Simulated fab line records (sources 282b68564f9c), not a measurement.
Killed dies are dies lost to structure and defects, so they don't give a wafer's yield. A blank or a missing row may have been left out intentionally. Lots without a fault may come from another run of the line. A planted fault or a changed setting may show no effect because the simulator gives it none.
Struck lot and sound lot, side by side    flow rit_cmos    18 out of 202 route steps
Sound: wafers L365.2, L365.5, L365.6. Wafers struck: L359.1, L359.2, L359.6. The cause comes at the end.
Order at every step that has rows: each side's tool, ch and its chambers, its first start. Under that, the readings that differ: sound wafers    struck wafers    difference of the means    sigmas: that difference in standard deviations of wafers without a fault.
alike: readings with means less than 2 such deviations apart, plus words and numbers identical on both sides. not compared: withheld readings, readings lacking a value on some wafer, bounds such as >300 that could conceal the same value, and numbers that have no deviation in the record and whose values overlap.
A row with sigmas, a row that says differs or no value, or rows on one side alone: a step with any of these is where the two part. When numbers do not overlap yet have no deviation, they are printed without sigmas and do not part them. A reading missing from all wafers of one side parts the sides only when that side holds two or more wafers.

first, 2 steps without rows for these wafers: RIT_ACTIVE_CLEAN_17 (cleans in SC2, time 600 s); RIT_FOX1_OXIDATION_00 (target thk 350.7 nm, ox time 1130 s).
RIT_FOX1_THK_MEAS_01:
  sound on film_metro-03 at day 5 21:49; struck on film_metro-01 at day 4 15:13
  alike: FOX1_OXIDE_THK
then, 2 steps without rows for these wafers: RIT_FOX1_WET_ETCH_02 (etches SiO2 in BOE, target depth 350 nm, time 390 s); RIT_FOX2_OXIDATION_00 (target thk 350.7 nm, ox time 1130 s).
RIT_FOX2_THK_MEAS_01:
  sound on film_metro-03 at day 5 23:19; struck on film_metro-03 at day 4 16:42
reading              sound        struck       difference  sigmas
FOX2_OXIDE_THK (nm)  360 361 359  344 350 346  -13         -2
then, 2 steps without rows for these wafers: RIT_FOX2_CLEAN_02 (cleans in dHF, time 180 s); RIT_FOX2_WET_ETCH_03 (etches Si3N4 in H3PO4, target depth 195 nm, time 2700 s).
RIT_FOX2_THK_MEAS_90:
  sound on film_metro-03 at day 6 00:20; struck on film_metro-01 at day 4 17:35
reading                      sound        struck       difference  sigmas
FIELD_OXIDE_LEFT_1_THK (nm)  333 334 332  316 322 318  -14         -3
then, 3 steps without rows for these wafers: RIT_NWELL_HMDS_00 (prime time 60 s); RIT_NWELL_COAT_01 (resist thk 1300 nm); RIT_NWELL_SOFTBAKE_02 (time 60 s).
RIT_NWELL_EXPOSE_03: exposes mask M2, target cd 43900 nm.
  sound on iline_stepper-02 ch 0, day 6 00:59; struck on iline_stepper-01 ch 0, day 4 18:13
reading                        sound                       struck          difference  sigmas
model.NWELL.overlay_x_nm (nm)  -0.01224 -0.01224 -0.01224  -299 -299 -299  -299        
  alike: mask, exposure_dose_mJ_cm2
then, 2 steps without rows for these wafers: RIT_NWELL_PEB_04; RIT_NWELL_DEVELOP_05 (develop time 68 s).
RIT_NWELL_OVL_MEAS_06:
  sound on overlay-02 at day 6 01:24; struck on overlay-01 at day 4 18:39
reading         sound        struck                difference  sigmas
NWELL_OVL (nm)  0.3 0.1 0.8  -296.4 -298.7 -298.2  -298.2      -99 or more
then, 1 step without rows for these wafers: RIT_NWELL_HARDBAKE_07 (time 120 s).
RIT_M1_PROBE_99:
  sound on prober-01 at day 7 13:46; struck on prober-01 at day 6 08:40
reading                                  sound              struck             difference  sigmas
model.etest.well_edge_right.line_ohm_um  181 179.7 181.9    201.6 202.6 200    +20.5       
model.etest.well_edge_left.line_ohm_um   180.6 178.5 183.6  169.4 170.5 171.2  -10.5       
  alike: killed_at_contacts, killed_at_front_end, killed_dies, killed_open, killed_short

## WHERE THEY PART
Last at RIT_NWELL_OVL_MEAS_06 as far as this record goes, first at RIT_FOX2_THK_MEAS_01. Later steps at which nothing parts them and some readings are alike: RIT_M1_PROBE_99.

WHY: what had been put in by the simulator
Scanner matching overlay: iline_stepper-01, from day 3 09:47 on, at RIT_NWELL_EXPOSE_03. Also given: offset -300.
